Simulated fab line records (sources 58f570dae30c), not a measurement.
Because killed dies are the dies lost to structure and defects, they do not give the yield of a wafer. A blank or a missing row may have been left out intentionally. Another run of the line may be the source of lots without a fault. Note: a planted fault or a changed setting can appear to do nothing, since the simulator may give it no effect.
Which of the tools did it? | flow berkeleyCmos170 | 18 wafers from 6 lots sampled at 3 of the route's 331 steps

== WHAT THE GAUGES READ, wafer by wafer ==
UCB170_GATE_CD_MEAS_12 targets a cd of 350 nm.
lot  | measured    | on       | cdNm (nm)
L440 | day 7 02:46 | cdSem-02 | 348.1 347.3 348.5
L443 | day 7 16:13 | cdSem-01 | 349.1 350.2 350.6
L447 | day 7 20:21 | cdSem-01 | 350.7 350.1 350.4
L448 | day 8 03:27 | cdSem-02 | 350.7 351.9 351.3
L450 | day 9 05:19 | cdSem-02 | 348.3 350.7 350.2
L454 | day 9 05:32 | cdSem-01 | 281.2 279.5 280.6

== WHAT TOOL EACH LOT RAN ON (gives the tool, then ch and the chambers of the sampled wafers, and finally the start) ==
lot  | UCB170_PVT_SOFTBAKE_02          | UCB170_GATE_EXPOSE_09
L440 | lithoTrack-02 ch 0, day 6 10:02 | krfScanner-02 ch 0, day 7 02:21
L443 | lithoTrack-02 ch 0, day 7 03:05 | krfScanner-01 ch 0, day 7 15:38
L447 | lithoTrack-04 ch 0, day 7 08:58 | krfScanner-02 ch 0, day 7 19:56
L448 | lithoTrack-02 ch 0, day 7 18:33 | krfScanner-01 ch 0, day 8 03:03
L450 | lithoTrack-03 ch 0, day 8 14:55 | krfScanner-02 ch 0, day 9 04:27
L454 | lithoTrack-03 ch 0, day 8 14:28 | krfScanner-02 ch 0, day 9 04:34
- UCB170_PVT_SOFTBAKE_02: time 62.52 s.
- UCB170_GATE_EXPOSE_09: exposes mask POLY, target cd 350 nm.

== THE ANSWER, worked out from the rows above alone ==
Rule: the lots themselves supply what counts as usual. Put in order of their means at a reading, lots are off if they are a third of the lots or fewer, leave a main group of 4 or more, and stand apart from it by a gap of 3 or more times the standard deviation of the main group's means; of several such gaps the widest counts. Not used: any main group whose means are identical at the precision the tables above print for the reading. Also off: a lot with no number at a reading for which 4 or more lots have one. Where the step has rows for the other lots, those lots are counted as sound.
Off, at UCB170_GATE_CD_MEAS_12 on cdNm: L454. The main group: mean 349.9 nm, standard deviation 1.1.
If a tool, at a process step before that reading, ran all the lots that are off and no sound lot after the first of them, it fits. The gauges at UCB170_GATE_CD_MEAS_12 are tried like those tools. 2 tools fit, krfScanner-02 at UCB170_GATE_EXPOSE_09 and cdSem-01 at UCB170_GATE_CD_MEAS_12, so this cannot tell which one it is.

== WHAT THE SIMULATOR HAD INSERTED ==
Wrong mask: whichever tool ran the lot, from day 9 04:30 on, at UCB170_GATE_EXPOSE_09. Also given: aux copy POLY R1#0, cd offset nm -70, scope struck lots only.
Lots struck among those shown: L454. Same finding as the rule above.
